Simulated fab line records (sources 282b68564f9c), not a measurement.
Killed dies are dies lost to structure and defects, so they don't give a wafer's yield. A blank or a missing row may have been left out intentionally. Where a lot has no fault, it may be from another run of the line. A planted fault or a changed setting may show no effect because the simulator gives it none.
fab line records | flow ritCmos
[record] lots = 14 | wafers = 42 | lastDay = 7
route steps=202 shown PSD@147 M1@202
lots that met no fault: taken from a fault-free run of the same line
startH: hours from the record's opening day to when the first of the lot's shown wafers began | waitH: how many hours have passed since the lot's step before this one | " same as the row above | L1.1+2: one row covering several wafers at once | - no value present, or no start provided | * or withheld: withheld | < > ~ a bound
route shown NAME@n: a module of which the file shows steps, and the number in the route of the first | usual: mean and standard deviation over wafers with no fault | same: alike in all rows | chamber/n: place in a boat | sites: each site's reading | _std_site: standard deviation of those values | _edge_site: outer sites' mean less inner sites' | radiusMm: how far each site lies from the wafer's centre | mask NAME#n: copy n | behind: the most recent tool/chamber to have shaped the wafer | hold: what put the lot on hold/how long, in hours/how the hold closed | device: transistor that didn't switch, given as n, p or np | end of line: tests of these same wafers at the route's end | a step with no rows: only its recipe | killed: the dies lost at the first sort to structure and to defects; this is not the yield of the wafer | map: a wafer's dies, x killed, . not, _ none there
set.NAME: setting as actually run; set.NAME@STEP: the setting as run at that earlier step | model.NAME: the simulator's own value behind a step, which no gauge read
the route's steps for a sample of lots (tables are steps, rows are wafers)
[[steps]]
[step RIT_PSD_DEVELOP_05]
[recipe] resist = NOVOLAK | developTimeS = 50 | devTempC = 23
[usual] chillPlateTempC = 23.02/0.11 | developerTempC = 22.96/0.11
lot.wafer | tool          | chamber | startH | waitH | chillPlateTempC | developerTempC
L125.4    | lithoTrack-03 | 0       | 48     | -     | 22.93           | 23.11
L125.5    | "             | 0       | "      | "     | 23.04           | 23.08
L125.6    | "             | 0       | "      | "     | 23.07           | 23.11
L126.2    | lithoTrack-03 | 0       | 54     | -     | 22.94           | 22.96
L126.5    | "             | 0       | "      | "     | 22.99           | 22.75
L126.6    | "             | 0       | "      | "     | 23.20           | 23.00
L127.2    | lithoTrack-01 | 0       | 58     | -     | 23.04           | 23.05
L127.4    | "             | 0       | "      | "     | 23.06           | 23.01
L127.5    | "             | 0       | "      | "     | 23.04           | 22.95
L128.1    | lithoTrack-01 | 0       | 62     | -     | 22.97           | 23.20
L128.5    | "             | 0       | 63     | -     | 22.80           | 23.22
L128.6    | "             | 0       | "      | "     | 23.00           | 22.91
L129.1    | lithoTrack-04 | 0       | 69     | -     | 23.19           | 22.80
L129.4    | "             | 0       | "      | "     | 23.03           | 23.04
L129.6    | "             | 0       | "      | "     | 23.04           | 22.82
L130.1    | lithoTrack-01 | 0       | 78     | -     | 22.95           | 23.01
L130.4    | "             | 0       | "      | "     | 23.10           | 22.88
L130.6    | "             | 0       | "      | "     | 23.11           | 22.89
L133.1    | lithoTrack-04 | 0       | 93     | -     | 22.85           | 22.92
L133.3    | "             | 0       | "      | "     | 22.83           | 22.86
L133.4    | "             | 0       | "      | "     | 22.96           | 23.03
L135.2    | lithoTrack-01 | 0       | 105    | -     | 23.20           | 23.74
L135.4    | "             | 0       | "      | "     | 23.24           | 23.82
L135.6    | "             | 0       | "      | "     | 23.12           | 23.87
L137.3    | lithoTrack-01 | 0       | 113    | -     | 23.02           | 24.11
L137.4    | "             | 0       | "      | "     | 23.06           | 23.80
L137.5    | "             | 0       | "      | "     | 23.02           | 24.10
L141.1    | lithoTrack-03 | 0       | 136    | -     | 23.01           | 22.85
L141.3    | "             | 0       | "      | "     | 22.86           | 22.88
L141.6    | "             | 0       | "      | "     | 22.93           | 22.95
L142.2    | lithoTrack-03 | 0       | 138    | -     | 22.91           | 23.01
L142.5    | "             | 0       | "      | "     | 23.16           | 23.10
L142.6    | "             | 0       | "      | "     | 23.20           | 23.06
L145.1    | lithoTrack-04 | 0       | 153    | -     | 23.02           | 23.03
L145.2    | "             | 0       | "      | "     | 22.90           | 23.01
L145.3    | "             | 0       | "      | "     | 22.93           | 23.03
L146.2    | lithoTrack-04 | 0       | 156    | -     | 22.94           | 23.00
L146.3    | "             | 0       | "      | "     | 22.89           | 22.88
L146.6    | "             | 0       | "      | "     | 23.04           | 22.96
L147.1    | lithoTrack-03 | 0       | 162    | -     | 22.90           | 22.85
L147.2    | "             | 0       | 163    | -     | 23.05           | 22.87
L147.5    | "             | 0       | "      | "     | 23.05           | 22.84
[step RIT_M1_PROBE_99]
[usual] killed_at_M0_to_M3 = 0.0/0.12 | killedAtContacts = 0.1/0.24 | killedAtFrontEnd = 7.1/3 | killedDies = 7.2/3 | killedOpen = 3.7/2 | killedShort = 3.5/2
[same] grossDies = 264 | killed_at_M4_up = 0 | killedAtBackSide = 0 | killedAtOther = 0
lot.wafer | tool      | chamber | startH | waitH | killed_at_M0_to_M3 | killedAtContacts | killedAtFrontEnd | killedDies | killedOpen | killedShort
L129.1    | prober-01 | -       | 78.58  | 0.1   | 0                  | 0                | 6                | 6          | 4          | 2
L129.4    | prober-01 | -       | 78.73  | 0.2   | 0                  | 0                | 8                | 8          | 5          | 3
L129.6    | prober-01 | -       | 78.83  | 0.2   | 0                  | 0                | 6                | 6          | 3          | 3
L130.1    | prober-02 | -       | 87.43  | 0.1   | 0                  | 0                | 9                | 9          | 1          | 8
L130.4    | prober-02 | -       | 87.58  | 0.2   | 0                  | 0                | 7                | 7          | 5          | 2
L130.6    | prober-02 | -       | 87.68  | 0.2   | 0                  | 0                | 9                | 9          | 4          | 5
// killed by level:class
L129.1 GATE:geometricParticle:short=2 GATE:geometricParticle:open=2 SILICIDE:geometricParticle:open=2
L129.4 GATE:geometricParticle:open=4 GATE:geometricParticle:short=3 REOX:geometricParticle:open=1
L129.6 GATE:geometricParticle:short=3 FOX1:geometricParticle:open=1 GATE:geometricParticle:open=1 SPACER:geometricParticle:open=1
L130.1 GATE:geometricParticle:short=4 SPACER:geometricParticle:short=2 FOX2:geometricParticle:short=1 SILICIDE:geometricParticle:short=1 SILICIDE:geometricParticle:open=1
L130.4 SPACER:geometricParticle:open=4 GATE:geometricParticle:short=2 FOX2:geometricParticle:open=1
L130.6 GATE:geometricParticle:short=3 GATE:geometricParticle:open=2 FOX1:geometricParticle:short=1 REOX:geometricParticle:open=1 SPACER:geometricParticle:short=1 SPACER:geometricParticle:open=1
[[key]]
[firstSign] step = RIT_PSD_DEVELOP_05 | reading = developerTempC | direction = up | sigmas = 8.5 | usual = * | struck = *
effect none on later readings
metAt RIT_PSD_DEVELOP_05
struckLots L135,L137
testerLeftOut L135,L137
onsetBetween 78 105
[fault] kind = processParameterDrift | tool = lithoTrack-01 | chamber = - | onsetH = 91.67 | steps = RIT_PSD_DEVELOP_05 | channel = devTempC | offset = * | shape = step | endH = 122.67 | actsIn = * | stated = *
// testerLeftOut: of these lots the tester's yield and bins aren't shown, on N5 and GAA mostly nor the transistor test; their killed dies are dies lost to structure and defects alone, not to doping, threshold or leakage, so they don't give the yield
